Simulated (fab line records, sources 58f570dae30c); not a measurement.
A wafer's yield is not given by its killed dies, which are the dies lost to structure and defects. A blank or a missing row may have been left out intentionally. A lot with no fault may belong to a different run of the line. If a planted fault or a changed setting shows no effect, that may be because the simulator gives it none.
Struck lot and sound lot, side by side || flow berkeley cmos170 || 23 out of 331 route steps
Sound: wafers L205.3, L205.5, L205.6. The struck wafers were L220.4, L220.5, L220.6. Last of all comes the cause.
Each step with rows lists, per side, the tool, then ch with its chambers, then its first start. Under that, the readings that differ: sound wafers || struck wafers || difference of the means || sigmas: that difference in standard deviations of wafers without a fault.
alike: readings with means less than 2 such deviations apart, plus words and numbers identical on both sides. not compared: withheld readings, readings lacking a value on some wafer, bounds such as >300 that could conceal the same value, and numbers that have no deviation in the record and whose values overlap.
The two part at a step that has a row with sigmas, a row that says differs or no value, or rows on one side only. Non-overlapping numbers with no deviation appear without sigmas and do not part them. Lack of a reading on every wafer of one side parts them only where that side has two or more wafers.

first, 6 steps without rows for these wafers: UCB170_ZERO_HMDS_00 (prime time 60 s); UCB170_ZERO_COAT_01 (resist thk 900 nm); UCB170_ZERO_SOFTBAKE_02 (time 60 s); UCB170_ZERO_EXPOSE_03 (exposes mask PM MARKS, target cd 4000 nm); UCB170_ZERO_PEB_04; UCB170_ZERO_DEVELOP_05 (develop time 45 s).
UCB170_ZERO_ETCH_06: etches SiO2 in CHF3/CF4/Ar, time 12 s.
  sound on rie diel-02 ch 2,3, day 1 22:17; struck on rie diel-01 ch 1,2,3, day 5 02:50
  alike: drypump motor current A, oes product au, throttle valve pct
  not compared: rf hours counter h
UCB170_ZERO_STRIP_07: strips in O2.
  sound on plasma asher-04 ch 0,1, day 1 22:21; struck on plasma asher-01 ch 0,1, day 5 02:52
  alike: drypump motor current A, o2 flow sccm, oes product au, strip time to endpoint s
  not compared: rf hours counter h
then, 2 steps without rows for these wafers: UCB170_NWELL_WET_ETCH_00 (etches SiO2 in dHF, time 200 s); UCB170_NWELL_OXIDATION_01 (target thk 26.4 nm, ox time 1260 s).
UCB170_NWELL_THK_MEAS_02:
  sound: film metro-03 at day 2 03:14; struck: film metro-04 at day 5 09:39
  alike: NWELL_OXIDE_THK
then, 1 step without rows for these wafers: UCB170_NWELL_ANNEAL_03 (time 900 s).
UCB170_NWELL_CVD_04: deposits Si3N4 from SiH2Cl2/NH3, target thk 224 nm, time 3360 s.
  sound on lpcvd-01 ch 0, day 2 09:18; struck on lpcvd-01 ch 1, day 5 15:23
{"reading": "model.Si3N4_of_NWELL_CVD_04.thk nm (nm)", "sound": "225.8 226.8 226.9", "struck": "205.4 206.2 206.4", "difference": -20.5, "sigmas": ""}
  alike: pressure mtorr, sih2cl2 flow sccm, spike tc centre C, zone power load pct
UCB170_NWELL_THK_MEAS_05:
  sound: film metro-04 at day 2 11:16; struck: film metro-02 at day 5 17:21
{"reading": "NWELL_NITRIDE_THK (nm)", "sound": "225.7 226.9 226.9", "struck": "205.5 206.2 206.3", "difference": -20.5, "sigmas": -10}
then, 6 steps without rows for these wafers: UCB170_NWELL_HMDS_06 (prime time 60 s); UCB170_NWELL_COAT_07 (resist thk 909.2 nm); UCB170_NWELL_SOFTBAKE_08 (time 60 s); UCB170_NWELL_EXPOSE_09 (exposes mask NWELL, target cd 3000 nm); UCB170_NWELL_PEB_10; UCB170_NWELL_DEVELOP_11 (develop time 45 s).
UCB170_NWELL_OVL_MEAS_12:
  sound: overlay-01 at day 2 13:19; struck: overlay-01 at day 5 18:56
  alike: NWELL_OVL
UCB170_NWELL_ETCH_13: etches Si3N4 in CH3F/Ar/O2, stops on SiO2, target depth 246.4 nm, time 154 s.
  sound on rie diel-04 ch 2,3, day 2 13:20; struck on rie diel-01 ch 1,2,3, day 5 19:00
{"reading": "oes product au (a.u.)", "sound": "0.945 0.963 0.934", "struck": "0.898 0.908 0.917", "difference": -0.040, "sigmas": -3}
{"reading": "model.etch.depth nm (nm)", "sound": "225.8 226.8 226.9", "struck": "205.4 206.2 206.4", "difference": -20.5, "sigmas": ""}
  alike: drypump motor current A, throttle valve pct
  not compared: rf hours counter h
next, for these wafers, 1 step has no rows: UCB170_NWELL_IMPLANT_14.

WHERE THEY PART
Earliest at UCB170_NWELL_THK_MEAS_05; latest, in this record, at UCB170_NWELL_ETCH_13.

WHY: whatever the simulator had introduced
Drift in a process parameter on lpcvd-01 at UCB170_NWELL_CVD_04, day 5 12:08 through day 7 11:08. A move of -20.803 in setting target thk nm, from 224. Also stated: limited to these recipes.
